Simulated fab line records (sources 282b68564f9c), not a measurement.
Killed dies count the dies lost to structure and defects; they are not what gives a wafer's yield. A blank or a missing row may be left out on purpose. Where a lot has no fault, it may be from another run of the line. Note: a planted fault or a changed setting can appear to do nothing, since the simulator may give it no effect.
A struck lot beside a sound one :: flow rit_cmos :: 19 out of 202 route steps
Sound: wafers L335.1, L335.3, L335.4. Wafers struck: L329.1, L329.5, L329.6. Last of all comes the cause.
At each step with rows: each side's tool, then ch and its chambers, then its first start. Under that, the readings that differ: sound wafers :: struck wafers :: difference of the means :: sigmas: that difference in standard deviations of wafers without a fault.
alike: readings with means less than 2 such deviations apart, plus words and numbers identical on both sides. not compared: withheld readings, readings lacking a value on some wafer, bounds such as >300 that could conceal the same value, and numbers that have no deviation in the record and whose values overlap.
The two part at a step that has a row with sigmas, a row that says differs or no value, or rows on one side only. When numbers do not overlap yet have no deviation, they are printed without sigmas and do not part them. A reading missing from all wafers of one side parts the sides only when that side holds two or more wafers.

first, 1 step without rows for these wafers: RIT_SILICIDE_WET_ETCH_00 (etches SiO2 in BOE, target depth 14 nm, time 15 s).
RIT_SILICIDE_SPUTTER_01: material Ti, target thk 30 nm, time 240 s.
  sound on pvd_sputter-03 at day 7 21:07; struck on pvd_sputter-01 at day 6 22:40
  alike: throttle_valve_pct
RIT_SILICIDE_RS_MEAS_02: a four-point-probe measurement.
  sound on film_metro-02 at day 7 21:16; struck on film_metro-03 at day 6 22:49
  alike: SILICIDE_TI_RS
RIT_SILICIDE_THK_MEAS_03: measures by xrf.
  sound on film_metro-02 at day 7 21:23; struck on film_metro-03 at day 6 22:56
  alike: SILICIDE_TI_THK
RIT_SILICIDE_RTA_04: time 10 s, ramp up 5 s, ramp down 5 s.
  sound on rtp_anneal-01 ch 0, day 7 21:26; struck on rtp_anneal-02 ch 0, day 6 23:00
  alike: chamber_o2_ppm, wafer_temp_C_max
then, 1 step without rows for these wafers: RIT_SILICIDE_WET_ETCH_05 (etches Ti in SPM, time 120 s).
RIT_SILICIDE_RTA_06: time 10 s, ramp up 5 s, ramp down 10 s.
  sound on rtp_anneal-02 ch 0, day 7 21:33; struck on rtp_anneal-01 ch 0, day 6 23:07
  alike: chamber_o2_ppm, wafer_temp_C_max
RIT_CONTACT_CVD_00: deposits SiO2 from TEOS, target thk 400 nm, time 61 s.
  sound on pecvd-01 ch 0,1,2, day 7 21:37; struck on pecvd-03 ch 1,2, day 6 23:11
  alike: heater_power_w
RIT_CONTACT_THK_MEAS_01:
  sound on film_metro-01 at day 7 21:40; struck on film_metro-04 at day 6 23:14
  alike: CONTACT_TEOS_THK
then, 3 steps without rows for these wafers: RIT_CONTACT_HMDS_02 (prime time 60 s); RIT_CONTACT_COAT_03 (resist thk 1000 nm); RIT_CONTACT_SOFTBAKE_04 (time 60 s).
RIT_CONTACT_EXPOSE_05: exposes mask M11, target cd 1000 nm.
  sound on iline_stepper-01 ch 0, day 7 22:19; struck on iline_stepper-02 ch 0, day 6 23:48
reading: model.CONTACT.overlay_x_nm (nm)
sound: 1.436 1.436 1.436
struck: 239.2 239.2 239.2
difference: +237.8
sigmas: 
  alike: mask
then, 2 steps without rows for these wafers: RIT_CONTACT_PEB_06; RIT_CONTACT_DEVELOP_07 (develop time 120 s).
RIT_CONTACT_CD_MEAS_08 targets a cd of 1000 nm.
  sound on cd_sem-01 at day 7 22:50; struck on cd_sem-01 at day 7 00:19
  alike: cd_nm
RIT_CONTACT_OVL_MEAS_09:
  sound on overlay-02 at day 7 22:58; struck on overlay-02 at day 7 00:26
reading: CONTACT_OVL (nm)
sound: 1.0 -0.4 0.1
struck: 240.7 239.9 237.8
difference: +239.2
sigmas: +99 or more
then, 1 step without rows for these wafers: RIT_CONTACT_HARDBAKE_10 (time 60 s).
RIT_M1_PROBE_99:
  sound on prober-01 at day 8 04:40; struck on prober-01 at day 7 06:11
reading: model.etest.contact_to_gate.over_limit
sound: 0 0 0
struck: 1 1 1
difference: +1
sigmas: 

reading: model.etest.contact_to_gate.short
sound: 0 0 0
struck: 1 1 1
difference: +1
sigmas: 

reading: model.etest.nmos_0p15.junction_log10_a_um
sound: -13.45 -13.62 -13.61
struck: -12.83 -12.99 -13
difference: +0.62
sigmas: 

reading: model.etest.nmos_narrow.off_log10_a_um
sound: -13.19 -13.31 -13.13
struck: -12.73 -12.86 -12.79
difference: +0.42
sigmas: 

reading: model.etest.nmos_0p3.off_log10_a_um
sound: -13.09 -13.18 -13.08
struck: -12.64 -12.74 -12.72
difference: +0.42
sigmas: 

reading: model.etest.gate_end_array.leak_log10_a_um
sound: -12.88 -12.97 -13.03
struck: -12.54 -12.58 -12.56
difference: +0.40
sigmas: 

reading: model.etest.contact_diode_array.leak_log10_a (angstrom)
sound: -9.742 -9.468 -9.547
struck: -9.037 -9.277 -9.414
difference: +0.343
sigmas: 

reading: model.etest.pmos_0p15.junction_log10_a_um
sound: -13.77 -13.84 -13.83
struck: -13.56 -13.69 -13.6
difference: +0.20
sigmas: 
  alike: killed_at_front_end, killed_dies, killed_open, killed_short

WHERE THEY PART
Only at RIT_CONTACT_OVL_MEAS_09, as far as this record shows. Later steps at which nothing parts them and some readings are alike: RIT_M1_PROBE_99.

WHY: the cause the simulator had injected
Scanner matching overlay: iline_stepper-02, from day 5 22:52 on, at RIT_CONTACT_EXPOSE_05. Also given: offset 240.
